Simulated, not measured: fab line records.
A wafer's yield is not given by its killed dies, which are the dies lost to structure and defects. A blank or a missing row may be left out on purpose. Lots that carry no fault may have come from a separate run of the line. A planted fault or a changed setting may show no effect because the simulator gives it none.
fab line records / flow rit-cmos
record lots=15 wafers=45 last-day=8
route steps=202 shown REOX@101
lots that met no fault: taken from a fault-free run of the same line
start-h: hours from the record's first day to the start of the lot's first wafer shown / wait-h: how many hours have passed since the lot's step before this one / " same as the row above / L1.1+2: a row that stands for several wafers / - value missing, or start not given / * or withheld: withheld / < > ~ a bound
route shown NAME@n: NAME is a module with steps in the file, n the number in the route of the first one / usual: mean and standard deviation over wafers with no fault / same: alike in all rows / chamber/n: place in a boat / sites: readings site by site / _std_site: the standard deviation of these / _edge_site: the outer-site mean with the inner-site mean subtracted / radius-mm: how far each site lies from the wafer's centre / mask NAME#n: copy n / behind: tool/chamber where the wafer was last shaped / hold: what put the lot on hold/how long, in hours/how the hold closed / device: which transistor (n, p or np) failed to switch / end of line: the tests these same wafers got at the end of their route / a step without rows: its recipe alone / killed: dies that structure and defects cost at the first sort, which is not the same as the wafer's yield / map: per-die view of a wafer (x killed, . not killed, _ where there is no die)
set.NAME: the setting as run; set.NAME@STEP: as run at that earlier step / model.NAME: the simulator's own value behind a step, which no gauge read
steps of the route over a sample of lots; a table a step, a row a wafer
services: from which hour (start-h, from the record's first day; less than 0 if before it) a tool's chamber was out of use, for how many hours, and why
## steps
# step RIT_REOX_OXIDATION_03
# recipe temp-c=900 ambient=O2 target-thk-a=252 ox-time-s=5580
# usual spike-tc-centre-C=902.6/2.6 spike-tc-load-C=927.8/1.6 spike-tc-source-C=923.8/1.7
lot.wafer=L522.2 tool=furnace-01 chamber=0 start-h=46.01 wait-h=4.6 spike-tc-centre-C=899.9 spike-tc-load-C=927.9 spike-tc-source-C=926.1
lot.wafer=L522.4 tool=furnace-01 chamber=0 start-h=46.01 wait-h=4.6 spike-tc-centre-C=899.7 spike-tc-load-C=928.1 spike-tc-source-C=922.5
lot.wafer=L522.6 tool=furnace-01 chamber=0 start-h=46.01 wait-h=4.6 spike-tc-centre-C=901.6 spike-tc-load-C=926.1 spike-tc-source-C=922.6
lot.wafer=L523.1 tool=furnace-01 chamber=0 start-h=46.01 wait-h=0.7 spike-tc-centre-C=899.6 spike-tc-load-C=928.0 spike-tc-source-C=924.8
lot.wafer=L523.4 tool=furnace-01 chamber=0 start-h=46.01 wait-h=0.7 spike-tc-centre-C=900.5 spike-tc-load-C=926.9 spike-tc-source-C=923.8
lot.wafer=L523.6 tool=furnace-01 chamber=0 start-h=46.01 wait-h=0.7 spike-tc-centre-C=900.2 spike-tc-load-C=927.1 spike-tc-source-C=921.4
lot.wafer=L524.1 tool=furnace-03 chamber=0 start-h=59.64 wait-h=1.9 spike-tc-centre-C=904.8 spike-tc-load-C=931.2 spike-tc-source-C=925.5
lot.wafer=L524.5 tool=furnace-03 chamber=0 start-h=59.64 wait-h=1.9 spike-tc-centre-C=904.3 spike-tc-load-C=927.1 spike-tc-source-C=922.7
lot.wafer=L524.6 tool=furnace-03 chamber=0 start-h=59.64 wait-h=1.9 spike-tc-centre-C=904.9 spike-tc-load-C=927.8 spike-tc-source-C=923.2
lot.wafer=L525.1 tool=furnace-03 chamber=0 start-h=59.64 wait-h=1.8 spike-tc-centre-C=905.2 spike-tc-load-C=929.3 spike-tc-source-C=923.8
lot.wafer=L525.2 tool=furnace-03 chamber=0 start-h=59.64 wait-h=1.8 spike-tc-centre-C=905.8 spike-tc-load-C=927.2 spike-tc-source-C=923.0
lot.wafer=L525.3 tool=furnace-03 chamber=0 start-h=59.64 wait-h=1.8 spike-tc-centre-C=904.9 spike-tc-load-C=928.7 spike-tc-source-C=924.2
lot.wafer=L526.1 tool=furnace-01 chamber=0 start-h=69.87 wait-h=0.6 spike-tc-centre-C=899.8 spike-tc-load-C=929.4 spike-tc-source-C=923.5
lot.wafer=L526.3 tool=furnace-01 chamber=0 start-h=69.87 wait-h=0.6 spike-tc-centre-C=899.2 spike-tc-load-C=928.1 spike-tc-source-C=922.2
lot.wafer=L526.5 tool=furnace-01 chamber=0 start-h=69.87 wait-h=0.6 spike-tc-centre-C=898.8 spike-tc-load-C=926.4 spike-tc-source-C=923.3
lot.wafer=L527.1 tool=furnace-01 chamber=0 start-h=75.48 wait-h=2.9 spike-tc-centre-C=903.0 spike-tc-load-C=928.4 spike-tc-source-C=922.4
lot.wafer=L527.2 tool=furnace-01 chamber=0 start-h=75.48 wait-h=2.9 spike-tc-centre-C=900.2 spike-tc-load-C=928.1 spike-tc-source-C=921.6
lot.wafer=L527.4 tool=furnace-01 chamber=0 start-h=75.48 wait-h=2.9 spike-tc-centre-C=898.4 spike-tc-load-C=928.5 spike-tc-source-C=924.9
lot.wafer=L528.2 tool=furnace-01 chamber=0 start-h=82.12 wait-h=0.0 spike-tc-centre-C=900.8 spike-tc-load-C=927.9 spike-tc-source-C=922.8
lot.wafer=L528.3 tool=furnace-01 chamber=0 start-h=82.12 wait-h=0.0 spike-tc-centre-C=900.7 spike-tc-load-C=927.7 spike-tc-source-C=924.9
lot.wafer=L528.5 tool=furnace-01 chamber=0 start-h=82.12 wait-h=0.0 spike-tc-centre-C=898.2 spike-tc-load-C=929.1 spike-tc-source-C=924.0
lot.wafer=L529.1 tool=furnace-03 chamber=0 start-h=84.33 wait-h=1.0 spike-tc-centre-C=905.9 spike-tc-load-C=929.8 spike-tc-source-C=923.1
lot.wafer=L529.3 tool=furnace-03 chamber=0 start-h=84.33 wait-h=1.0 spike-tc-centre-C=905.7 spike-tc-load-C=930.5 spike-tc-source-C=923.6
lot.wafer=L529.4 tool=furnace-03 chamber=0 start-h=84.33 wait-h=1.0 spike-tc-centre-C=905.7 spike-tc-load-C=928.7 spike-tc-source-C=924.0
lot.wafer=L530.1 tool=furnace-03 chamber=0 start-h=84.33 wait-h=0.9 spike-tc-centre-C=903.8 spike-tc-load-C=926.9 spike-tc-source-C=923.3
lot.wafer=L530.2 tool=furnace-03 chamber=0 start-h=84.33 wait-h=0.9 spike-tc-centre-C=904.6 spike-tc-load-C=929.2 spike-tc-source-C=922.4
lot.wafer=L530.4 tool=furnace-03 chamber=0 start-h=84.33 wait-h=0.9 spike-tc-centre-C=905.0 spike-tc-load-C=930.2 spike-tc-source-C=924.2
lot.wafer=L532.4 tool=furnace-04 chamber=0 start-h=93.74 wait-h=2.0 spike-tc-centre-C=902.9 spike-tc-load-C=924.3 spike-tc-source-C=926.6
lot.wafer=L532.5 tool=furnace-04 chamber=0 start-h=93.74 wait-h=2.0 spike-tc-centre-C=900.4 spike-tc-load-C=925.1 spike-tc-source-C=929.0
lot.wafer=L532.6 tool=furnace-04 chamber=0 start-h=93.74 wait-h=2.0 spike-tc-centre-C=902.1 spike-tc-load-C=924.9 spike-tc-source-C=928.9
lot.wafer=L535.2 tool=furnace-03 chamber=0 start-h=107.79 wait-h=1.2 spike-tc-centre-C=916.8 spike-tc-load-C=939.7 spike-tc-source-C=934.2
lot.wafer=L535.4 tool=furnace-03 chamber=0 start-h=107.79 wait-h=1.2 spike-tc-centre-C=914.7 spike-tc-load-C=939.9 spike-tc-source-C=934.7
lot.wafer=L535.5 tool=furnace-03 chamber=0 start-h=107.79 wait-h=1.2 spike-tc-centre-C=915.2 spike-tc-load-C=938.9 spike-tc-source-C=934.2
lot.wafer=L537.1 tool=furnace-03 chamber=0 start-h=117.34 wait-h=1.4 spike-tc-centre-C=914.3 spike-tc-load-C=938.1 spike-tc-source-C=933.8
lot.wafer=L537.5 tool=furnace-03 chamber=0 start-h=117.34 wait-h=1.4 spike-tc-centre-C=914.1 spike-tc-load-C=938.5 spike-tc-source-C=932.4
lot.wafer=L537.6 tool=furnace-03 chamber=0 start-h=117.34 wait-h=1.4 spike-tc-centre-C=914.6 spike-tc-load-C=940.1 spike-tc-source-C=933.5
lot.wafer=L540.1 tool=furnace-03 chamber=0 start-h=129.51 wait-h=0.4 spike-tc-centre-C=914.7 spike-tc-load-C=940.3 spike-tc-source-C=934.8
lot.wafer=L540.3 tool=furnace-03 chamber=0 start-h=129.51 wait-h=0.4 spike-tc-centre-C=914.4 spike-tc-load-C=940.2 spike-tc-source-C=932.4
lot.wafer=L540.6 tool=furnace-03 chamber=0 start-h=129.51 wait-h=0.4 spike-tc-centre-C=915.1 spike-tc-load-C=937.5 spike-tc-source-C=930.8
lot.wafer=L544.3 tool=furnace-01 chamber=0 start-h=157.05 wait-h=1.1 spike-tc-centre-C=900.0 spike-tc-load-C=927.3 spike-tc-source-C=923.4
lot.wafer=L544.4 tool=furnace-01 chamber=0 start-h=157.05 wait-h=1.1 spike-tc-centre-C=901.5 spike-tc-load-C=928.5 spike-tc-source-C=922.9
lot.wafer=L544.5 tool=furnace-01 chamber=0 start-h=157.05 wait-h=1.1 spike-tc-centre-C=899.9 spike-tc-load-C=928.1 spike-tc-source-C=921.0
lot.wafer=L545.2 tool=furnace-01 chamber=0 start-h=160.92 wait-h=2.4 spike-tc-centre-C=900.3 spike-tc-load-C=927.9 spike-tc-source-C=924.2
lot.wafer=L545.5 tool=furnace-01 chamber=0 start-h=160.92 wait-h=2.4 spike-tc-centre-C=900.1 spike-tc-load-C=926.6 spike-tc-source-C=922.5
lot.wafer=L545.6 tool=furnace-01 chamber=0 start-h=160.92 wait-h=2.4 spike-tc-centre-C=900.2 spike-tc-load-C=928.8 spike-tc-source-C=925.0
# step RIT_REOX_THK_MEAS_04
# recipe reads=SiO2_of_REOX_OXIDATION_03
# usual REOX_OXIDE_THK=24.8/0.59
lot.wafer=L523.1 tool=film-metro-03 chamber=- start-h=48.56 wait-h=0.0 REOX_OXIDE_THK[nm]=24.3
lot.wafer=L523.4 tool=film-metro-03 chamber=- start-h=48.56 wait-h=0.0 REOX_OXIDE_THK[nm]=24.3
lot.wafer=L523.6 tool=film-metro-03 chamber=- start-h=48.56 wait-h=0.0 REOX_OXIDE_THK[nm]=24.3
lot.wafer=L522.2 tool=film-metro-02 chamber=- start-h=48.57 wait-h=0.0 REOX_OXIDE_THK[nm]=24.4
lot.wafer=L522.4 tool=film-metro-02 chamber=- start-h=48.57 wait-h=0.0 REOX_OXIDE_THK[nm]=24.2
lot.wafer=L522.6 tool=film-metro-02 chamber=- start-h=48.57 wait-h=0.0 REOX_OXIDE_THK[nm]=24.8
lot.wafer=L524.1 tool=film-metro-01 chamber=- start-h=62.19 wait-h=0.0 REOX_OXIDE_THK[nm]=24.9
lot.wafer=L524.5 tool=film-metro-01 chamber=- start-h=62.19 wait-h=0.0 REOX_OXIDE_THK[nm]=25.2
lot.wafer=L524.6 tool=film-metro-01 chamber=- start-h=62.19 wait-h=0.0 REOX_OXIDE_THK[nm]=25.2
lot.wafer=L525.1 tool=film-metro-03 chamber=- start-h=62.19 wait-h=0.0 REOX_OXIDE_THK[nm]=25.0
lot.wafer=L525.2 tool=film-metro-03 chamber=- start-h=62.19 wait-h=0.0 REOX_OXIDE_THK[nm]=25.2
lot.wafer=L525.3 tool=film-metro-03 chamber=- start-h=62.19 wait-h=0.0 REOX_OXIDE_THK[nm]=24.9
lot.wafer=L526.1 tool=film-metro-02 chamber=- start-h=72.42 wait-h=0.0 REOX_OXIDE_THK[nm]=24.5
lot.wafer=L526.3 tool=film-metro-02 chamber=- start-h=72.42 wait-h=0.0 REOX_OXIDE_THK[nm]=24.3
lot.wafer=L526.5 tool=film-metro-02 chamber=- start-h=72.42 wait-h=0.0 REOX_OXIDE_THK[nm]=24.3
lot.wafer=L527.1 tool=film-metro-03 chamber=- start-h=78.03 wait-h=0.0 REOX_OXIDE_THK[nm]=24.2
lot.wafer=L527.2 tool=film-metro-03 chamber=- start-h=78.03 wait-h=0.0 REOX_OXIDE_THK[nm]=24.0
lot.wafer=L527.4 tool=film-metro-03 chamber=- start-h=78.03 wait-h=0.0 REOX_OXIDE_THK[nm]=23.9
lot.wafer=L528.2 tool=film-metro-02 chamber=- start-h=84.68 wait-h=0.0 REOX_OXIDE_THK[nm]=23.6
lot.wafer=L528.3 tool=film-metro-02 chamber=- start-h=84.68 wait-h=0.0 REOX_OXIDE_THK[nm]=23.8
lot.wafer=L528.5 tool=film-metro-02 chamber=- start-h=84.68 wait-h=0.0 REOX_OXIDE_THK[nm]=23.6
lot.wafer=L529.1 tool=film-metro-02 chamber=- start-h=86.88 wait-h=0.0 REOX_OXIDE_THK[nm]=25.1
lot.wafer=L529.3 tool=film-metro-02 chamber=- start-h=86.88 wait-h=0.0 REOX_OXIDE_THK[nm]=25.3
lot.wafer=L529.4 tool=film-metro-02 chamber=- start-h=86.88 wait-h=0.0 REOX_OXIDE_THK[nm]=24.8
lot.wafer=L530.1 tool=film-metro-03 chamber=- start-h=86.88 wait-h=0.0 REOX_OXIDE_THK[nm]=24.8
lot.wafer=L530.2 tool=film-metro-03 chamber=- start-h=86.88 wait-h=0.0 REOX_OXIDE_THK[nm]=24.7
lot.wafer=L530.4 tool=film-metro-03 chamber=- start-h=86.88 wait-h=0.0 REOX_OXIDE_THK[nm]=24.8
lot.wafer=L532.4 tool=film-metro-01 chamber=- start-h=96.32 wait-h=0.0 REOX_OXIDE_THK[nm]=25.1
lot.wafer=L532.5 tool=film-metro-01 chamber=- start-h=96.32 wait-h=0.0 REOX_OXIDE_THK[nm]=25.0
lot.wafer=L532.6 tool=film-metro-01 chamber=- start-h=96.32 wait-h=0.0 REOX_OXIDE_THK[nm]=25.2
lot.wafer=L535.2 tool=film-metro-02 chamber=- start-h=110.35 wait-h=0.0 REOX_OXIDE_THK[nm]=27.4
lot.wafer=L535.4 tool=film-metro-02 chamber=- start-h=110.35 wait-h=0.0 REOX_OXIDE_THK[nm]=27.7
lot.wafer=L535.5 tool=film-metro-02 chamber=- start-h=110.35 wait-h=0.0 REOX_OXIDE_THK[nm]=28.2
lot.wafer=L537.1 tool=film-metro-02 chamber=- start-h=119.89 wait-h=0.0 REOX_OXIDE_THK[nm]=27.9
lot.wafer=L537.5 tool=film-metro-02 chamber=- start-h=119.89 wait-h=0.0 REOX_OXIDE_THK[nm]=27.3
lot.wafer=L537.6 tool=film-metro-02 chamber=- start-h=119.89 wait-h=0.0 REOX_OXIDE_THK[nm]=27.3
lot.wafer=L540.1 tool=film-metro-01 chamber=- start-h=132.06 wait-h=0.0 REOX_OXIDE_THK[nm]=28.0
lot.wafer=L540.3 tool=film-metro-01 chamber=- start-h=132.06 wait-h=0.0 REOX_OXIDE_THK[nm]=27.6
lot.wafer=L540.6 tool=film-metro-01 chamber=- start-h=132.06 wait-h=0.0 REOX_OXIDE_THK[nm]=27.4
lot.wafer=L544.3 tool=film-metro-03 chamber=- start-h=159.62 wait-h=0.0 REOX_OXIDE_THK[nm]=25.1
lot.wafer=L544.4 tool=film-metro-03 chamber=- start-h=159.62 wait-h=0.0 REOX_OXIDE_THK[nm]=24.4
lot.wafer=L544.5 tool=film-metro-03 chamber=- start-h=159.62 wait-h=0.0 REOX_OXIDE_THK[nm]=24.7
lot.wafer=L545.2 tool=film-metro-02 chamber=- start-h=163.48 wait-h=0.0 REOX_OXIDE_THK[nm]=25.9
lot.wafer=L545.5 tool=film-metro-02 chamber=- start-h=163.48 wait-h=0.0 REOX_OXIDE_THK[nm]=25.3
lot.wafer=L545.6 tool=film-metro-02 chamber=- start-h=163.48 wait-h=0.0 REOX_OXIDE_THK[nm]=25.4
## services
tool=furnace-03 chamber=- start-h=43.44 hours=3.8 kind=pm
tool=furnace-01 chamber=- start-h=48.56 hours=2.7 kind=pm
tool=furnace-03 chamber=- start-h=112.27 hours=1.0 kind=pm
tool=furnace-04 chamber=- start-h=139.39 hours=3.6 kind=pm
tool=furnace-04 chamber=- start-h=142.24 hours=37.5 kind=repair
## key
first-sign step=RIT_REOX_OXIDATION_03 reading=spike-tc-load-C direction=up sigmas=7.3 usual=927.8 struck=939.2
effect step=RIT_REOX_OXIDATION_03 reading=spike-tc-source-C direction=up sigmas=5.7 usual=923.8 struck=933.4
effect step=RIT_REOX_THK_MEAS_04 reading=REOX_OXIDE_THK direction=up sigmas=4.9 usual=24.8 struck=27.6
met-at RIT_REOX_OXIDATION_03
struck-lots L535,L537,L540
tester-left-out L535,L537,L540
onset-between 84.33 107.79
fault kind=process-parameter-drift tool=furnace-03 chamber=- onset-h=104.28 steps=RIT_REOX_OXIDATION_03 channel=temp-c offset=* shape=step end-h=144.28 acts-in=* stated=*
# tester-left-out: of these lots the tester's yield and bins aren't shown, on N5 and GAA mostly nor the transistor test; their killed dies are dies lost to structure and defects alone, not to doping, threshold or leakage, so they don't give the yield
